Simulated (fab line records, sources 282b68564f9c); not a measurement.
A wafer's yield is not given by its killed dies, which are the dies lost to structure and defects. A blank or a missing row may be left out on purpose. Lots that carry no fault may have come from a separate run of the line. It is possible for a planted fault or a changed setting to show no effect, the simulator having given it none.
A lot that was struck, set against a sound lot    flow rit-cmos    14 out of 202 route steps
Sound: the wafers L395.2, L395.4, L395.6. Wafers struck: L390.2, L390.3, L390.4. The cause comes at the end.
For every step that has rows: the tool of each side, followed by ch and its chambers, followed by its first start. Under that, the readings that differ: sound wafers    struck wafers    difference of the means    sigmas: that difference in standard deviations of wafers without a fault.
alike: readings whose means differ by less than 2 such deviations, and words and numbers that are the same on both sides. not compared: withheld readings, readings that some wafer has no value for, bounds like >300 that may hide the same value, and numbers for which the record gives no deviation and whose values overlap.
The two part at a step that has a row with sigmas, a row that says differs or no value, or rows on one side only. Non-overlapping numbers with no deviation appear without sigmas and do not part them. Lack of a reading on every wafer of one side parts them only where that side has two or more wafers.

RIT_PLDD_TW_MEAS_10:
  sound on film-metro-04, day 7 00:31; struck on film-metro-04, day 6 09:51
  alike: PLDD_TW
then, 4 steps without rows for these wafers: RIT_SPACER_CLEAN_00 (cleans in SC1, time 600 s); RIT_SPACER_CLEAN_01 (cleans in dHF, time 30 s); RIT_SPACER_CLEAN_02 (cleans in SC2, time 600 s); RIT_SPACER_CVD_03 (deposits Si3N4 from SiH2Cl2/NH3, target thk 250 nm, time 3232 s).
RIT_SPACER_THK_MEAS_04:
  sound on film-metro-02, day 7 02:52; struck on film-metro-03, day 6 12:12
reading                  sound              struck             difference  sigmas
SPACER_NITRIDE_THK (nm)  246.1 246.7 245.4  238.5 242.7 241.5  -5.2        -2
RIT_SPACER_ETCHBACK_05: etches Si3N4 in SF6/CHF3, stops on SiO2, target depth 250 nm, time 240 s.
  sound on rie-diel-03 ch 0,2, day 7 02:55; struck on rie-diel-04 ch 0,1,2, day 6 12:15
  alike: SF6_flow_sccm, drypump-motor-current-A, oes-product-au, throttle-valve-pct
  not compared: rf-hours-counter-h
then, 5 steps without rows for these wafers: RIT_NSD_HMDS_00 (prime time 60 s); RIT_NSD_COAT_01 (resist thk 1000 nm); RIT_NSD_SOFTBAKE_02 (time 60 s); RIT_NSD_EXPOSE_03 (exposes mask M9, target cd 40700 nm); RIT_NSD_PEB_04.
RIT_NSD_DEVELOP_05: develop time 50 s.
  struck on litho-track-04, day 6 13:00; sound on litho-track-04 ch 0, day 7 04:00
  no value came back on the struck wafers for chill-plate-temp-C (C), develop-time-s (s); on the sound wafers chill-plate-temp-C (C) reads 23.00 23.01 23.05
RIT_NSD_OVL_MEAS_06:
  sound on overlay-02, day 7 04:08; struck on overlay-02, day 6 13:23
reading       sound         struck  difference                     sigmas
NSD_OVL (nm)  -0.3 0.8 0.5  - - -   no value on the struck wafers  

## WHERE THEY PART
Earliest at RIT_SPACER_THK_MEAS_04; latest, in this record, at RIT_NSD_OVL_MEAS_06.

WHY: whatever the simulator had introduced
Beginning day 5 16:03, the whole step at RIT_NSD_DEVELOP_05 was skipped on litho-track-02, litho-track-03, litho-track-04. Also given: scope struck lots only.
